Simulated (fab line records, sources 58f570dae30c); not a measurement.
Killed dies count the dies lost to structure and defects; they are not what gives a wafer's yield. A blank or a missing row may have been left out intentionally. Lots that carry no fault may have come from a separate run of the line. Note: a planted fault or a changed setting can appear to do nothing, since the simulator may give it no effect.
2 desks looking at one fault / flow berkeley cmos170 / only its own numbers are on each desk; what lay behind them is given at the end

METROLOGY DESK
Means of the sampled wafers that have a number, per lot and without regard to the tool the lot ran on: this is what the gauges read. A lot is out of limits, marked OUT, if its mean lies more than 4 standard deviations from the usual mean; the brackets give that distance.
Columns: A = cd nm at UCB170_ACTIVE_CD_MEAS_13, usual 1200.7 nm; B = cd nm at UCB170_ACTIVE_CD_MEAS_90, usual 1200.6 nm; C = GATE_POLY_THK at UCB170_GATE_THK_MEAS_05, usual 214.4 nm
lot=L682; first seen here=day 4 09:01; A=1199.9; B=1199.9; C=211.2
lot=L683; first seen here=day 4 12:02; A=1200.4; B=1200.0; C=213.6
lot=L685; first seen here=day 4 23:33; A=1202.4; B=1202.1; C=215.3
lot=L687; first seen here=day 5 06:13; A=1201.0; B=1200.6; C=214.8
lot=L686; first seen here=day 5 06:15; A=1199.5; B=1199.1; C=211.3
lot=L688; first seen here=day 5 10:28; A=1200.7; B=1201.1; C=213.0
lot=L690; first seen here=day 6 02:32; A=1201.4; B=1201.1; C=217.7
lot=L694; first seen here=day 6 12:07; A=1199.8; B=1199.9; C=217.4
lot=L695; first seen here=day 6 23:09; A=1200.5; B=1200.2; C=213.0
lot=L700; first seen here=day 8 00:11; A=1200.6; B=1200.6; C=211.8
lot=L704; first seen here=day 8 12:00; A=1200.6; B=1200.5; C=214.3
lot=L705; first seen here=day 9 01:26; A=1201.5; B=1201.5; C=213.8
Result from this desk: across the 12 lots, nothing is out of limits.

AT THE TOOL OWNER'S DESK: litho track-02
The tool's own readings at UCB170_ACTIVE_DEVELOP_12 (develop time 45 s): means of the sampled wafers that have a number, for each lot that ran on this tool. A lot is out of limits, marked OUT, if its mean lies more than 4 standard deviations from the usual mean; the brackets give that distance.
Columns: A = chill plate temp C at UCB170_ACTIVE_DEVELOP_12, usual 22.98 C
lot=L682; first seen here=day 4 08:00; A=22.96
lot=L688; first seen here=day 5 10:00; A=23.02
lot=L695; first seen here=day 6 23:00; A=22.94
Result from this desk: across the 3 lots, nothing is out of limits.

TAKEN TOGETHER
Nothing out of limits was seen by the metrology desk.
The tool owner's desk saw nothing out of limits.

WHAT THE SIMULATOR HAD INSERTED
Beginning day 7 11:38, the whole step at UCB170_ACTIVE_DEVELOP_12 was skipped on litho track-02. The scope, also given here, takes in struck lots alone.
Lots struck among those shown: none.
